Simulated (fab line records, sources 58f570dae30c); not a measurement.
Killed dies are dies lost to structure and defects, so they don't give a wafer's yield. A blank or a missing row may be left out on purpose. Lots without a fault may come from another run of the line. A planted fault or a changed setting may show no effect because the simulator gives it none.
Which tool did it? | flow berkeley_cmos170 | 14 lots, 42 wafers sampled, at 5 steps of a route of 331

WHAT THE GAUGES READ, wafer by wafer
UCB170_M1_CD_MEAS_90: target cd 700 nm.
lot  | measured     | on        | cd_nm (nm)
L872 | day 7 00:31  | cd_sem-01 | 698.8 696.6 695.1
L875 | day 7 16:25  | cd_sem-02 | 701.6 702.8 700.9
L876 | day 8 01:27  | cd_sem-02 | 699.4 698.6 701.5
L877 | day 8 01:43  | cd_sem-01 | 699.6 699.4 699.6
L878 | day 8 11:45  | cd_sem-01 | 701.2 695.4 700.2
L879 | day 8 11:56  | cd_sem-01 | 708.1 709.2 707.3
L882 | day 9 14:54  | cd_sem-02 | 709.0 706.0 705.6
L883 | day 9 15:07  | cd_sem-01 | 698.6 698.9 696.9
L887 | day 10 02:02 | cd_sem-01 | 697.7 695.5 698.1
L890 | day 10 12:14 | cd_sem-02 | 697.8 699.2 698.8
L891 | day 11 09:06 | cd_sem-01 | 700.3 701.2 701.6
L892 | day 11 10:23 | cd_sem-02 | 700.9 699.9 700.0
L894 | day 11 19:25 | cd_sem-02 | 698.5 701.2 701.1
L895 | day 11 21:14 | cd_sem-02 | 699.1 697.9 700.2

UCB170_M2_RS_MEAS_02: measures by four-point-probe.
lot  | measured     | on            | M2_AL_RS (ohm/sq)
L872 | day 7 08:53  | film_metro-02 | 0.0316 0.0317 0.0314
L875 | day 7 22:37  | film_metro-02 | 0.0321 0.0322 0.0319
L876 | day 8 11:28  | film_metro-04 | 0.0319 0.0317 0.0320
L877 | day 8 11:31  | film_metro-02 | 0.0317 0.0319 0.0318
L878 | day 8 18:37  | film_metro-01 | 0.0322 0.0320 0.0321
L879 | day 8 18:49  | film_metro-02 | 0.0317
L883 | day 10 00:15 | film_metro-01 | 0.0325 0.0321 0.0327
L887 | day 10 10:39 | film_metro-02 | 0.0321 0.0325 0.0326
L890 | day 10 20:45 | film_metro-04 | 0.0317 0.0320 0.0319
L891 | day 11 18:19 | film_metro-01 | 0.0327 0.0324 0.0319
L892 | day 11 18:28 | film_metro-04 | 0.0323 0.0321 0.0320
L894 | day 12 02:18 | film_metro-04 | 0.0320 0.0325 0.0325
L895 | day 12 02:35 | film_metro-02 | 0.0319 0.0324 0.0317

WHICH TOOL RAN EACH LOT (tool, then ch and the chambers of the sampled wafers, then the start)
lot  | UCB170_CONTACT_RTA_08            | UCB170_M1_METAL_ETCH_12           | UCB170_V1_STRIP_15
L872 | rtp_anneal-02 ch 0, day 6 20:41  | rie_metal-02 ch 0,1, day 7 00:16  | plasma_asher-04 ch 1, day 7 08:31
L875 | rtp_anneal-01 ch 0, day 7 10:05  | rie_metal-03 ch 0,1, day 7 16:11  | plasma_asher-04 ch 0,1, day 7 22:15
L876 | rtp_anneal-02 ch 0, day 7 21:55  | rie_metal-03 ch 0, day 8 01:08    | plasma_asher-01 ch 0,1, day 8 11:06
L877 | rtp_anneal-01 ch 0, day 7 22:06  | rie_metal-01 ch 1, day 8 01:18    | plasma_asher-03 ch 1, day 8 11:07
L878 | rtp_anneal-02 ch 0, day 8 05:25  | rie_metal-02 ch 0,1, day 8 11:31  | plasma_asher-04 ch 0,1, day 8 18:15
L879 | rtp_anneal-01 ch 0, day 8 05:25  | rie_metal-03 ch 0, day 8 11:35    | plasma_asher-03 ch 1, day 8 18:25
L882 | rtp_anneal-02 ch 0, day 9 10:15  | rie_metal-03 ch 0,1, day 9 14:26  | -
L883 | rtp_anneal-02 ch 0, day 9 10:26  | rie_metal-02 ch 0,1, day 9 14:53  | plasma_asher-04 ch 0,1, day 9 23:50
L887 | rtp_anneal-01 ch 0, day 9 21:50  | rie_metal-01 ch 0,1, day 10 01:48 | plasma_asher-03 ch 0,1, day 10 09:56
L890 | rtp_anneal-01 ch 0, day 10 07:55 | rie_metal-02 ch 0,1, day 10 11:59 | plasma_asher-03 ch 0,1, day 10 20:22
L891 | rtp_anneal-02 ch 0, day 11 05:57 | rie_metal-02 ch 0,1, day 11 08:52 | plasma_asher-04 ch 0,1, day 11 17:57
L892 | rtp_anneal-01 ch 0, day 11 07:07 | rie_metal-01 ch 1, day 11 10:08   | plasma_asher-01 ch 0,1, day 11 18:04
L894 | rtp_anneal-01 ch 0, day 11 15:52 | rie_metal-02 ch 0,1, day 11 19:10 | plasma_asher-03 ch 0,1, day 12 01:55
L895 | rtp_anneal-02 ch 0, day 11 17:41 | rie_metal-03 ch 0,1, day 11 20:59 | plasma_asher-04 ch 0,1, day 12 02:11
- UCB170_CONTACT_RTA_08: time 10 s.
- UCB170_M1_METAL_ETCH_12: etches Al in Cl2/BCl3, stops on PSG, target depth 780 nm, time 130 s.
- UCB170_V1_STRIP_15: strips in O2.

WHAT THE TOOLS THEMSELVES READ (means of the sampled wafers that have a number; where no wafer has one, the mark that the record gives instead)
UCB170_CONTACT_RTA_08.
lot  | tool          | lamp_power_pct (%) | wafer_temp_C_max
L872 | rtp_anneal-02 | 19.4               | 904.1
L875 | rtp_anneal-01 | 22.8               | 906.1
L876 | rtp_anneal-02 | 19.5               | 904.0
L877 | rtp_anneal-01 | 22.8               | 904.2
L878 | rtp_anneal-02 | 19.5               | 904.8
L879 | rtp_anneal-01 | 22.8               | 905.6
L882 | rtp_anneal-02 | 19.5               | 905.8
L883 | rtp_anneal-02 | 19.5               | 904.0
L887 | rtp_anneal-01 | 22.8               | 906.0
L890 | rtp_anneal-01 | 22.8               | 906.0
L891 | rtp_anneal-02 | 19.5               | 905.0
L892 | rtp_anneal-01 | 22.8               | 906.3
L894 | rtp_anneal-01 | 22.8               | 906.0
L895 | rtp_anneal-02 | 19.5               | 904.4

UCB170_M1_METAL_ETCH_12.
lot  | tool         | drypump_motor_current_A (A) | oes_product_au (a.u.) | throttle_valve_pct (%)
L872 | rie_metal-02 | 5.5                         | 0.852                 | 24.19
L875 | rie_metal-03 | 5.8                         | 0.845                 | 24.43
L876 | rie_metal-03 | 5.3                         | 0.839                 | 24.39
L877 | rie_metal-01 | 6.3                         | 0.862                 | 24.32
L878 | rie_metal-02 | 5.9                         | 0.843                 | 24.20
L879 | rie_metal-03 | 5.3                         | 0.800                 | 24.42
L882 | rie_metal-03 | 5.8                         | 0.821                 | 24.43
L883 | rie_metal-02 | 5.5                         | 0.844                 | 24.18
L887 | rie_metal-01 | 6.1                         | 0.853                 | 24.46
L890 | rie_metal-02 | 5.9                         | 0.843                 | 24.20
L891 | rie_metal-02 | 5.4                         | 0.840                 | 24.18
L892 | rie_metal-01 | 6.3                         | 0.855                 | 24.34
L894 | rie_metal-02 | 5.9                         | 0.849                 | 24.20
L895 | rie_metal-03 | 5.7                         | 0.855                 | 24.43

UCB170_V1_STRIP_15.
lot  | tool            | drypump_motor_current_A (A) | oes_product_au (a.u.) | strip_time_to_endpoint_s (s)
L872 | plasma_asher-04 | 6.1                         | 0.718                 | 15.41
L875 | plasma_asher-04 | 6.0                         | 0.724                 | 15.42
L876 | plasma_asher-01 | 5.4                         | 0.720                 | 15.34
L877 | plasma_asher-03 | 5.5                         | 0.724                 | 15.34
L878 | plasma_asher-04 | 6.0                         | 0.719                 | 15.39
L879 | plasma_asher-03 | 5.5                         | 0.720                 | 15.27
L883 | plasma_asher-04 | 5.9                         | 0.724                 | 15.37
L887 | plasma_asher-03 | 5.4                         | 0.721                 | 15.45
L890 | plasma_asher-03 | 5.4                         | 0.720                 | 15.40
L891 | plasma_asher-04 | 5.9                         | 0.722                 | 15.38
L892 | plasma_asher-01 | 5.4                         | 0.719                 | 15.10
L894 | plasma_asher-03 | 5.4                         | 0.719                 | 15.14
L895 | plasma_asher-04 | 5.9                         | 0.722                 | 15.17

THE ANSWER, worked out from the rows above alone
Rule: what is usual is taken from the lots themselves. Put in order of their means at a reading, lots are off if they are a third of the lots or fewer, leave a main group of 4 or more, and stand apart from it by a gap of 3 or more times the standard deviation of the main group's means; of several such gaps the widest counts. A main group whose means are all the same, to the digits that the tables above print for the reading, isn't used. A lot without any number at a reading at which 4 lots or more have one is off too. The other lots that the step has rows for count as sound. The gauges are gone through in route order, then the tools' own readings, and for those a lot's mean is taken as printed above. The first step at which some lot is off is used, and at that step the reading that is off furthest; a lot without a number counts as furthest.
Off: L879, L882, at UCB170_M1_CD_MEAS_90 (cd_nm). The main group: mean 699.3 nm, standard deviation 1.4.
A tool fits if, at a process step before that reading, it ran every lot that is off, and no sound lot after the first of them. The gauges at UCB170_M1_CD_MEAS_90 are tried like those tools. None of those tried fits.

WHAT THE SIMULATOR HAD PUT IN
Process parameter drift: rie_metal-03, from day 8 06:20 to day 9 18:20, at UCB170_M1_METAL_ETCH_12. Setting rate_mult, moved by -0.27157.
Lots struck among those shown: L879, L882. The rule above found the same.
